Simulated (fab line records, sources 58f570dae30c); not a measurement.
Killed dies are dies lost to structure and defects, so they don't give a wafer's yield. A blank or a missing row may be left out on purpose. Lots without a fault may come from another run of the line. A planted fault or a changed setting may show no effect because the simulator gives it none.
One fault seen from 2 desks | flow berkeley_cmos170 | each desk has only its own numbers; what lay behind them comes last

THE TOOL OWNER'S DESK: implanter-01
The tool's own readings at UCB170_PLDD_IMPLANT_09: means of the sampled wafers that have a number, for each lot that ran on this tool. A lot is out of limits, marked OUT, if its mean lies more than 4 standard deviations from the usual mean; the brackets give that distance.
Columns: A = dose_ions_cm2 at UCB170_PLDD_IMPLANT_09, usual 5.002e+13; B = faraday_current_uA at UCB170_PLDD_IMPLANT_09, usual 158.3
lot  | first seen here | A                           | B
L850 | day 6 03:02     | 4.994e+13                   | 157.4
L851 | day 6 14:33     | 4.998e+13                   | 161.4
L855 | day 7 14:14     | 4.995e+13                   | 158.4
L858 | day 8 02:56     | 5.016e+13                   | 156.8
L863 | day 8 23:37     | 3.352e+13 (-99 or more) OUT | 104.7 (-18) OUT
L865 | day 9 20:31     | 3.356e+13 (-99 or more) OUT | 106.4 (-17) OUT
This desk's finding: out of limits on L863, L865; first on L863, day 8 23:37 (dose_ions_cm2 at UCB170_PLDD_IMPLANT_09). In limits: L850, L851, L855, L858.

THE METROLOGY DESK
What the gauges read, lot by lot, whatever tool the lot ran on: means of the sampled wafers that have a number. A lot is out of limits, marked OUT, if its mean lies more than 4 standard deviations from the usual mean; the brackets give that distance.
Columns: A = PLDD_TW at UCB170_PLDD_TW_MEAS_11, usual 1015; B = PLDD_RS at UCB170_SDANNEAL_RS_MEAS_04, usual 1031.7 ohm/sq
lot  | first seen here | A             | B
L848 | day 6 00:40     | 1014          | 1032.5
L850 | day 6 03:16     | 1017          | 1032.0
L852 | day 6 14:12     | 1017          | 1028.5
L851 | day 6 14:47     | 1018          | 1031.7
L853 | day 6 15:23     | 1010          | 1032.4
L854 | day 7 07:11     | 1013          | 1032.6
L855 | day 7 14:29     | 1013          | 1032.4
L858 | day 8 03:10     | 1017          | 1030.2
L861 | day 8 17:14     | 1020          | 1034.0
L863 | day 8 23:52     | 953 (-14) OUT | 1185.8 (+64) OUT
L865 | day 9 20:46     | 959 (-13) OUT | 1192.3 (+67) OUT
L867 | day 10 02:02    | 1010          | 1029.8
L868 | day 10 02:16    | 1019          | 1033.0
L871 | day 11 08:13    | 1009          | 1031.7
This desk's finding: out of limits on L863, L865; first on L863, day 8 23:52 (PLDD_TW at UCB170_PLDD_TW_MEAS_11). In limits: L848, L850, L852, L851, L853, L854, L855, L858, L861, L867, L868, L871.

PUT TOGETHER
The tool owner's desk could have raised an alarm at day 8 23:37, on L863, L865.
The metrology desk could have raised an alarm at day 8 23:52, on L863, L865.
Of the lots named, all ran UCB170_PLDD_IMPLANT_09 on implanter-01.

WHAT THE SIMULATOR HAD PUT IN
Process parameter drift: implanter-01, from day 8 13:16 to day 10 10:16, at UCB170_PLDD_IMPLANT_09. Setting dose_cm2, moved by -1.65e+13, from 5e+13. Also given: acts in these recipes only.
Lots struck among those shown: L863, L865.
Hours from the fault's start to each desk's first reading out of limits: the tool owner's desk, 10; the metrology desk, 11.
